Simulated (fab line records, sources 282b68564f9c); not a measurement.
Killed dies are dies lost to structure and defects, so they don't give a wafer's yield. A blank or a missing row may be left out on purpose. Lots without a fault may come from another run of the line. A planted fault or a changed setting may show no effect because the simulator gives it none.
Which tool did it? | flow rit_cmos | 16 lots, 48 wafers sampled, at 2 steps of a route of 202

WHAT THE GAUGES READ, wafer by wafer
RIT_GATE_CD_MEAS_16: target cd 150 nm. Usual: cd_nm 149.4 nm, standard deviation 2.5.
lot  | measured    | on        | cd_nm (nm)                          | flag
L954 | day 2 14:55 | cd_sem-02 | 147.3 145.8 144.6                   |
L956 | day 3 01:21 | cd_sem-01 | 150.6 149.5 147.6                   |
L957 | day 3 06:20 | cd_sem-01 | 146.5 145.8 145.1                   |
L958 | day 3 14:46 | cd_sem-01 | 146.6 147.5 149.4                   |
L959 | day 3 17:31 | cd_sem-02 | 151.1 150.3 149.9                   |
L960 | day 4 01:22 | cd_sem-02 | 147.0 146.4 146.7                   |
L961 | day 4 04:56 | cd_sem-01 | 152.3 153.7 152.8                   |
L962 | day 4 09:32 | cd_sem-02 | 152.8 152.6 150.3                   |
L963 | day 4 13:29 | cd_sem-02 | 148.9 147.3 148.9                   |
L964 | day 4 19:16 | cd_sem-01 | 221.1 220.6 218.0 220.8 220.8 218.1 | OFF
L965 | day 4 23:00 | cd_sem-02 | 150.1 147.9 148.4                   |
L969 | day 5 18:28 | cd_sem-02 | 197.8 196.0 198.9 197.7 195.9 199.1 | OFF
L971 | day 6 03:14 | cd_sem-01 | 189.2 189.3 187.9 189.1 189.7 188.0 | OFF
L972 | day 6 10:08 | cd_sem-02 | 184.8 181.4 182.5 184.7 181.4 182.4 | OFF
L975 | day 6 22:47 | cd_sem-01 | 150.4 150.4 150.9                   |
L977 | day 7 09:04 | cd_sem-02 | 146.9 146.4 148.3                   |

WHICH TOOL RAN EACH LOT (tool, then ch and the chambers of the sampled wafers, then the start)
lot  | RIT_GATE_EXPOSE_13
L954 | iline_stepper-01 ch 0, day 2 14:31
L956 | iline_stepper-01 ch 0, day 3 00:57
L957 | iline_stepper-02 ch 0, day 3 05:56
L958 | iline_stepper-02 ch 0, day 3 14:22
L959 | iline_stepper-01 ch 0, day 3 17:07
L960 | iline_stepper-02 ch 0, day 4 00:58
L961 | iline_stepper-02 ch 0, day 4 04:32
L962 | iline_stepper-01 ch 0, day 4 09:02
L963 | iline_stepper-01 ch 0, day 4 13:05
L964 | iline_stepper-01 ch 0, day 4 18:52
L965 | iline_stepper-02 ch 0, day 4 22:36
L969 | iline_stepper-01 ch 0, day 5 18:04
L971 | iline_stepper-01 ch 0, day 6 02:50
L972 | iline_stepper-01 ch 0, day 6 09:44
L975 | iline_stepper-02 ch 0, day 6 22:23
L977 | iline_stepper-02 ch 0, day 7 08:40
- RIT_GATE_EXPOSE_13: exposes mask M6, target cd 150 nm.

WHAT THE TOOLS THEMSELVES READ (means of the sampled wafers that have a number; where no wafer has one, the mark that the record gives instead)
RIT_GATE_EXPOSE_13. Usual: exposure_dose_mJ_cm2 379.9, standard deviation 0.34.
lot  | tool             | exposure_dose_mJ_cm2 | flag
L954 | iline_stepper-01 | 380.0                |
L956 | iline_stepper-01 | 379.7                |
L957 | iline_stepper-02 | 379.8                |
L958 | iline_stepper-02 | 380.2                |
L959 | iline_stepper-01 | 380.1                |
L960 | iline_stepper-02 | 379.9                |
L961 | iline_stepper-02 | 380.0                |
L962 | iline_stepper-01 | 379.8                |
L963 | iline_stepper-01 | 380.4                |
L964 | iline_stepper-01 | 334.0                | OFF
L965 | iline_stepper-02 | 379.8                |
L969 | iline_stepper-01 | 342.5                | OFF
L971 | iline_stepper-01 | 350.4                | OFF
L972 | iline_stepper-01 | 356.4                | OFF
L975 | iline_stepper-02 | 379.8                |
L977 | iline_stepper-02 | 379.6                |

THE ANSWER, worked out from the rows above alone
Rule: a lot is off if the mean of its wafers that have a number lies more than 3 standard deviations from the usual mean. A lot without any number at a reading at which 4 lots or more have one is off too. The other lots that the step has rows for count as sound. The gauges are gone through in route order, then the tools' own readings, and for those a lot's mean is taken as printed above. The first step at which some lot is off is used, and at that step the reading that is off furthest; a lot without a number counts as furthest.
Off: L964, L969, L971, L972, at RIT_GATE_CD_MEAS_16 (cd_nm).
A tool fits if, at a process step before that reading, it ran every lot that is off, and no sound lot after the first of them. The gauges at RIT_GATE_CD_MEAS_16 aren't tried: what is off there is off at RIT_GATE_EXPOSE_13 too, on other tools, and a gauge's error can't cause that. One fits: iline_stepper-01 at RIT_GATE_EXPOSE_13. Its last sound lot is L963 (day 4 13:05), its first lot that is off L964 (day 4 18:52): a fault that began between those two fits.
The tool's own readings at RIT_GATE_EXPOSE_13 bear it out: on the lots that are off they differ by more than 5 times the standard deviation of the sound lots' means. exposure_dose_mJ_cm2 reads 345.8 there against 379.9 on the sound lots.

WHAT THE SIMULATOR HAD PUT IN
Process parameter drift: iline_stepper-01, from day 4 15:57 on, at RIT_GATE_EXPOSE_13. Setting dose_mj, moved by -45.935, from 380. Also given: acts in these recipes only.
Lots struck among those shown: L964, L969, L971, L972. The rule above found the same.
